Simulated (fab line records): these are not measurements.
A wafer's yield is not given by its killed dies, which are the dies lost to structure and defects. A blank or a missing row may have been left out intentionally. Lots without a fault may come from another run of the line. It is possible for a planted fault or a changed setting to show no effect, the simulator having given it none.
A struck lot beside a sound one | flow berkeley cmos170 | 16 steps out of a route of 331
Sound: wafers L193.1, L193.5, L193.6. The struck wafers were L198.1, L198.3, L198.4. The cause comes at the end.
Each step with rows lists, per side, the tool, then ch with its chambers, then its first start. Under that, the readings that differ: sound wafers | struck wafers | difference of the means | sigmas: that difference in standard deviations of wafers without a fault.
alike: a reading whose means differ by less than 2 such deviations, as well as words and numbers matching on both sides. not compared: withheld readings; readings where some wafer has no value; bounds like >300 that might hide an equal value; numbers whose values overlap and for which the record gives no deviation.
Wherever a step has rows on one side only, a row that says differs or no value, or a row with sigmas, the two part there. Numbers that don't overlap but have no deviation are shown without sigmas and don't part them. A reading that every wafer of one side lacks parts them only if that side has two wafers or more.

first, 1 step without rows for these wafers: UCB170_START_OXIDATION_02 (target thk 20 nm, ox time 1800 s).
UCB170_START_THK_MEAS_03:
  sound: film metro-03 at day 3 12:49; struck: film metro-01 at day 4 09:48
  reading              | sound          | struck         | difference | sigmas
  START_OXIDE_THK (nm) | 19.5 19.7 19.9 | 20.4 20.5 20.4 | +0.7       | +2
then, 7 steps without rows for these wafers: UCB170_START_ANNEAL_04 (time 1200 s); UCB170_ZERO_HMDS_00 (prime time 60 s); UCB170_ZERO_COAT_01 (resist thk 900 nm); UCB170_ZERO_SOFTBAKE_02 (time 60 s); UCB170_ZERO_EXPOSE_03 (exposes mask PM MARKS, target cd 4000 nm); UCB170_ZERO_PEB_04; UCB170_ZERO_DEVELOP_05 (develop time 45 s).
UCB170_ZERO_ETCH_06: etches SiO2 in CHF3/CF4/Ar, time 12 s.
  sound on rie diel-04 ch 0,1, day 3 18:35; struck on rie diel-01 ch 0,1,3, day 4 15:56
  alike: cf4 flow sccm, drypump motor current A, oes product au, throttle valve pct
  not compared: rf hours counter h
UCB170_ZERO_STRIP_07: strips in O2.
  sound on plasma asher-02 ch 0,1, day 3 18:37; struck on plasma asher-03 ch 0,1, day 4 15:58
  alike: drypump motor current A, oes product au, strip time to endpoint s
  not compared: rf hours counter h
then, 1 step without rows for these wafers: UCB170_NWELL_WET_ETCH_00 (etches SiO2 in dHF, time 200 s).
UCB170_NWELL_OXIDATION_01: target thk 26.4 nm, ox time 1260 s.
  sound on furnace-02 ch 0, day 4 00:10; struck on furnace-04 ch 0, day 4 19:20
UCB170_NWELL_THK_MEAS_02:
  sound: film metro-02 at day 4 01:31; struck: film metro-02 at day 4 20:41
  reading              | sound          | struck         | difference | sigmas
  NWELL_OXIDE_THK (nm) | 25.9 25.9 26.3 | 39.8 39.0 39.4 | +13.4      | +28
then, 1 step without rows for these wafers: UCB170_NWELL_ANNEAL_03 (time 900 s).
UCB170_M3_PROBE_99:
  sound wafers here have rows in the record (prober-01, day 10 09:01); struck ones have none

## WHERE THEY PART
Last at UCB170_M3_PROBE_99 as far as this record goes, first at UCB170_START_THK_MEAS_03.

WHY: what had been put in by the simulator
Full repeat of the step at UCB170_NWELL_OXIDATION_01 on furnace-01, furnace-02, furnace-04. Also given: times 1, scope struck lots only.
